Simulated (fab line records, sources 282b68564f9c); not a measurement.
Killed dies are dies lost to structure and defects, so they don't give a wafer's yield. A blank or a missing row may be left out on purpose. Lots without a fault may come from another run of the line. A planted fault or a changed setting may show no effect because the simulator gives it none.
Which tool did it? | flow rit_cmos | 14 lots, 42 wafers sampled, at 5 steps of a route of 202

WHAT THE GAUGES READ, wafer by wafer
RIT_ACTIVE_THK_MEAS_04. Usual: ACTIVE_NITRIDE_THK 149.6 nm, standard deviation 1.5.
lot  | measured    | on            | ACTIVE_NITRIDE_THK (nm) | flag
L348 | day 1 14:04 | film_metro-02 | 151.9 150.9 151.5       |
L349 | day 1 19:38 | film_metro-03 | 150.8 150.0 150.4       |
L350 | day 2 00:18 | film_metro-03 | 148.4 148.6 149.5       |
L352 | day 2 10:57 | film_metro-02 | 149.0 148.9 149.7       |
L353 | day 2 14:32 | film_metro-01 | 151.2 150.7 151.3       |
L356 | day 3 06:26 | film_metro-02 | 148.4 150.5 149.4       |
L357 | day 3 13:29 | film_metro-03 | 148.6 147.9 148.5       |
L359 | day 3 20:34 | film_metro-01 | 151.5 152.9 151.5       |
L361 | day 4 06:32 | film_metro-02 | 149.7 148.5 149.2       |
L362 | day 4 12:06 | film_metro-03 | 149.9 148.7 149.3       |
L363 | day 4 16:33 | film_metro-03 | 147.1 145.5 147.6       |
L367 | day 5 12:33 | film_metro-03 | 148.4 150.1 148.2       |
L368 | day 5 19:25 | film_metro-02 | 148.7 148.8 149.6       |
L371 | day 6 09:44 | film_metro-03 | 149.8 149.0 148.6       |

RIT_GATE_THK_MEAS_07. Usual: GATE_OXIDE_THK 2.99 nm, standard deviation 0.068.
lot  | measured    | on            | GATE_OXIDE_THK (nm) | flag
L348 | day 2 11:19 | film_metro-02 | 3.00 2.98 3.10      |
L349 | day 2 17:55 | film_metro-04 | 3.02 2.98 3.08      |
L350 | day 2 21:37 | film_metro-04 | 3.01 2.96 3.01      |
L352 | day 3 12:05 | film_metro-04 | 2.95 3.00 3.01      |
L353 | day 3 13:25 | film_metro-01 | 3.01 2.96 3.05      |
L356 | day 4 06:24 | film_metro-04 | 3.05 2.99 2.96      |
L357 | day 4 12:28 | film_metro-04 | 3.11 3.09 3.08      |
L359 | day 5 02:13 | film_metro-04 | 2.92 2.96 2.91      |
L361 | day 5 08:33 | film_metro-02 | 3.00 3.05 3.07      |
L362 | day 5 14:41 | film_metro-01 | 3.07 3.11 3.05      |
L363 | day 5 23:59 | film_metro-04 | 2.91 2.95 2.99      |
L367 | day 6 15:10 | film_metro-04 | 3.22 3.28 3.30      | OFF
L368 | day 6 18:53 | film_metro-04 | 3.30 3.28 3.25      | OFF
L371 | day 7 10:40 | film_metro-04 | 3.00 3.07 3.10      |

WHICH TOOL RAN EACH LOT (tool, then ch and the chambers of the sampled wafers, then the start)
lot  | RIT_ACTIVE_ETCH_13                | RIT_NWELL_STRIP_09                  | RIT_GATE_OXIDATION_05
L348 | rie_diel-04 ch 1,2,3, day 1 15:22 | plasma_asher-01 ch 0,1, day 1 22:03 | furnace-03 ch 0, day 2 09:59
L349 | rie_diel-02 ch 0,1,3, day 1 20:48 | plasma_asher-01 ch 0,1, day 2 02:50 | furnace-03 ch 0, day 2 14:50
L350 | rie_diel-03 ch 0,1, day 2 01:37   | plasma_asher-01 ch 0,1, day 2 09:21 | furnace-04 ch 0, day 2 20:17
L352 | rie_diel-04 ch 0,2,3, day 2 12:41 | plasma_asher-02 ch 0,1, day 2 20:08 | furnace-04 ch 0, day 3 09:00
L353 | rie_diel-03 ch 0,2,3, day 2 15:43 | plasma_asher-01 ch 0,1, day 2 23:41 | furnace-03 ch 0, day 3 12:05
L356 | rie_diel-03 ch 0,1, day 3 07:35   | plasma_asher-02 ch 0,1, day 3 17:02 | furnace-03 ch 0, day 4 05:03
L357 | rie_diel-03 ch 0,1,3, day 3 14:47 | plasma_asher-02 ch 0,1, day 3 20:40 | furnace-04 ch 0, day 4 10:37
L359 | rie_diel-03 ch 0,1,3, day 3 21:53 | plasma_asher-02 ch 0,1, day 4 05:13 | furnace-03 ch 0, day 4 17:59
L361 | rie_diel-04 ch 1,2,3, day 4 07:54 | plasma_asher-03 ch 0,1, day 4 15:24 | furnace-04 ch 0, day 5 07:13
L362 | rie_diel-04 ch 0,3, day 4 13:24   | plasma_asher-01 ch 0,1, day 4 19:59 | furnace-04 ch 0, day 5 11:11
L363 | rie_diel-02 ch 1,2,3, day 4 17:50 | plasma_asher-03 ch 0,1, day 5 07:24 | furnace-03 ch 0, day 5 20:59
L367 | rie_diel-04 ch 1,3, day 5 13:50   | plasma_asher-01 ch 0,1, day 5 23:44 | furnace-04 ch 0, day 6 13:39
L368 | rie_diel-03 ch 0,2,3, day 5 20:35 | plasma_asher-01 ch 0,1, day 6 04:49 | furnace-04 ch 0, day 6 17:34
L371 | rie_diel-04 ch 0,3, day 6 10:58   | plasma_asher-01 ch 0,1, day 6 20:03 | furnace-03 ch 0, day 7 08:01
- RIT_ACTIVE_ETCH_13: etches Si3N4 in SF6, stops on SiO2, time 210 s, target depth 210 nm.
- RIT_NWELL_STRIP_09: strips in O2, time 180 s.
- RIT_GATE_OXIDATION_05: target thk 3 nm, ox time 270 s.

WHAT THE TOOLS THEMSELVES READ (means of the sampled wafers that have a number; where no wafer has one, the mark that the record gives instead)
RIT_ACTIVE_ETCH_13. Usual: drypump_motor_current_A 5.6 A, standard deviation 0.5; oes_product_au 0.822 a.u., standard deviation 0.011; throttle_valve_pct 7.47 %, standard deviation 0.14.
lot  | tool        | drypump_motor_current_A (A) | oes_product_au (a.u.) | throttle_valve_pct (%) | flag
L348 | rie_diel-04 | 5.6                         | 0.828                 | 7.47                   |
L349 | rie_diel-02 | 5.5                         | 0.834                 | 7.62                   |
L350 | rie_diel-03 | 5.9                         | 0.816                 | 7.60                   |
L352 | rie_diel-04 | 5.9                         | 0.823                 | 7.43                   |
L353 | rie_diel-03 | 5.6                         | 0.827                 | 7.42                   |
L356 | rie_diel-03 | 5.9                         | 0.811                 | 7.60                   |
L357 | rie_diel-03 | 5.7                         | 0.814                 | 7.47                   |
L359 | rie_diel-03 | 5.7                         | 0.823                 | 7.47                   |
L361 | rie_diel-04 | 5.7                         | 0.822                 | 7.47                   |
L362 | rie_diel-04 | 6.2                         | 0.821                 | 7.38                   |
L363 | rie_diel-02 | 5.8                         | 0.833                 | 7.62                   |
L367 | rie_diel-04 | 5.4                         | 0.825                 | 7.45                   |
L368 | rie_diel-03 | 5.6                         | 0.820                 | 7.41                   |
L371 | rie_diel-04 | 5.8                         | 0.824                 | 7.35                   |

RIT_NWELL_STRIP_09. Usual: drypump_motor_current_A 5.71 A, standard deviation 0.28.
lot  | tool            | drypump_motor_current_A (A) | flag
L348 | plasma_asher-01 | 5.65                        |
L349 | plasma_asher-01 | 5.62                        |
L350 | plasma_asher-01 | 5.65                        |
L352 | plasma_asher-02 | 5.79                        |
L353 | plasma_asher-01 | 5.67                        |
L356 | plasma_asher-02 | 5.51                        |
L357 | plasma_asher-02 | 5.79                        |
L359 | plasma_asher-02 | 5.51                        |
L361 | plasma_asher-03 | 5.78                        |
L362 | plasma_asher-01 | 5.63                        |
L363 | plasma_asher-03 | 5.93                        |
L367 | plasma_asher-01 | 5.65                        |
L368 | plasma_asher-01 | 5.65                        |
L371 | plasma_asher-01 | 5.64                        |

RIT_GATE_OXIDATION_05. Usual: spike_tc_load_C 923.5 C, standard deviation 2.6; zone_power_centre_pct 39.9 %, standard deviation 2.2.
lot  | tool       | spike_tc_load_C (C) | zone_power_centre_pct (%) | flag
L348 | furnace-03 | 926.8               | 42.1                      |
L349 | furnace-03 | 926.5               | 42.1                      |
L350 | furnace-04 | 922.0               | 39.5                      |
L352 | furnace-04 | 920.8               | 39.9                      |
L353 | furnace-03 | 926.1               | 41.6                      |
L356 | furnace-03 | 926.0               | 41.8                      |
L357 | furnace-04 | 921.6               | 39.5                      |
L359 | furnace-03 | 925.9               | 41.7                      |
L361 | furnace-04 | 920.9               | 39.5                      |
L362 | furnace-04 | 921.5               | 39.4                      |
L363 | furnace-03 | 926.0               | 42.3                      |
L367 | furnace-04 | 921.3               | 39.2                      |
L368 | furnace-04 | 920.3               | 39.4                      |
L371 | furnace-03 | 926.2               | 41.8                      |

THE ANSWER, worked out from the rows above alone
Rule: a lot is off if the mean of its wafers that have a number lies more than 3 standard deviations from the usual mean. A lot without any number at a reading at which 4 lots or more have one is off too. The other lots that the step has rows for count as sound. The gauges are gone through in route order, then the tools' own readings, and for those a lot's mean is taken as printed above. The first step at which some lot is off is used, and at that step the reading that is off furthest; a lot without a number counts as furthest.
Off: L367, L368, at RIT_GATE_THK_MEAS_07 (GATE_OXIDE_THK).
A tool fits if, at a process step before that reading, it ran every lot that is off, and no sound lot after the first of them. The gauges at RIT_GATE_THK_MEAS_07 are tried like those tools. One fits: furnace-04 at RIT_GATE_OXIDATION_05. Its last sound lot is L362 (day 5 11:11), its first lot that is off L367 (day 6 13:39): a fault that began between those two fits.

WHAT THE SIMULATOR HAD PUT IN
Process parameter drift: furnace-04, from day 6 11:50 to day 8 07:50, at RIT_GATE_OXIDATION_05. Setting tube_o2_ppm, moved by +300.
Lots struck among those shown: L367, L368. The rule above found the same.
